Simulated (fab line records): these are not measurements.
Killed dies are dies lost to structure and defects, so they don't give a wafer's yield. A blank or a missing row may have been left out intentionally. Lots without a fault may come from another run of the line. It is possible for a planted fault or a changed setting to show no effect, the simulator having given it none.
A struck lot beside a sound one + flow berkeleyCmos170 + 15 out of 331 route steps
Sound: the wafers L243.1, L243.2, L243.5. The struck wafers were L252.1, L252.2, L252.3. The cause comes at the end.
Each step with rows lists, per side, the tool, then ch with its chambers, then its first start. Under that, the readings that differ: sound wafers + struck wafers + difference of the means + sigmas: that difference in standard deviations of wafers without a fault.
alike: same words and numbers on both sides, and readings whose means sit less than 2 such deviations apart. not compared: any withheld reading, any reading some wafer has no value for, any bound like >300 that may hide the same value, and any number with overlapping values for which the record gives no deviation.
The two part at a step that has a row with sigmas, a row that says differs or no value, or rows on one side only. Numbers that have no deviation but don't overlap get no sigmas and don't part them. Lack of a reading on every wafer of one side parts them only where that side has two or more wafers.

UCB170_SACOX_THK_MEAS_02:
  sound on filmMetro-04 at day 8 00:08; struck on filmMetro-03 at day 10 04:58
  alike: SACOX_OXIDE_THK
then, 2 steps without rows for these wafers: UCB170_SCREENOX_WET_ETCH_00 (etches SiO2 in dHF, time 200 s); UCB170_SCREENOX_OXIDATION_01 (target thk 14.4 nm, ox time 2400 s).
UCB170_SCREENOX_THK_MEAS_02:
  sound on filmMetro-04 at day 8 05:43; struck on filmMetro-02 at day 10 11:44
  alike: SCREENOX_OXIDE_THK
then, 7 steps without rows for these wafers: UCB170_SCREENOX_ANNEAL_03 (time 900 s); UCB170_NVT_HMDS_00 (prime time 60 s); UCB170_NVT_COAT_01 (resist thk 900 nm); UCB170_NVT_SOFTBAKE_02 (time 60 s); UCB170_NVT_EXPOSE_03 (exposes mask PWELL, target cd 3000 nm); UCB170_NVT_PEB_04; UCB170_NVT_DEVELOP_05 (develop time 45 s).
UCB170_NVT_OVL_MEAS_06:
  sound on overlay-01 at day 8 13:28; struck on overlay-02 at day 10 20:02
  alike: NVT_OVL
UCB170_NVT_IMPLANT_07:
  sound on implanter-04 ch 0, day 8 13:31; struck on implanter-04 ch 0, day 10 20:04
| reading                  | sound                | struck               | difference | sigmas      |
|--------------------------|----------------------|----------------------|------------|-------------|
| beamEnergyKeV            | 49.993 50.012 50.022 | 51.638 51.624 51.635 | +1.623     | +99 or more |
| model.implant.drpNm (nm) | 18.57 18.57 18.57    | 19 19 19             | +0         |             |
  alike: beamOnS
UCB170_NVT_STRIP_08: strips in O2.
  sound on plasmaAsher-04 ch 0,1, day 8 13:40; struck on plasmaAsher-02 ch 0,1, day 10 20:13
  alike: chamberPressureMTorr, drypumpMotorCurrentA, oesProductAu, stripTimeToEndpointS
  not compared: rfHoursCounterH
UCB170_M3_PROBE_99:
  rows exist in the record for the sound wafers here (prober-01, day 11 08:20), none for the struck ones

WHERE THEY PART
Last at UCB170_M3_PROBE_99 as far as this record goes, first at UCB170_NVT_IMPLANT_07.

WHY: what had been put in by the simulator
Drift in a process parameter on implanter-04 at UCB170_NVT_IMPLANT_07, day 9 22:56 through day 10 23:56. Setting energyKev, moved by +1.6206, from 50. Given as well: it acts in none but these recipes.
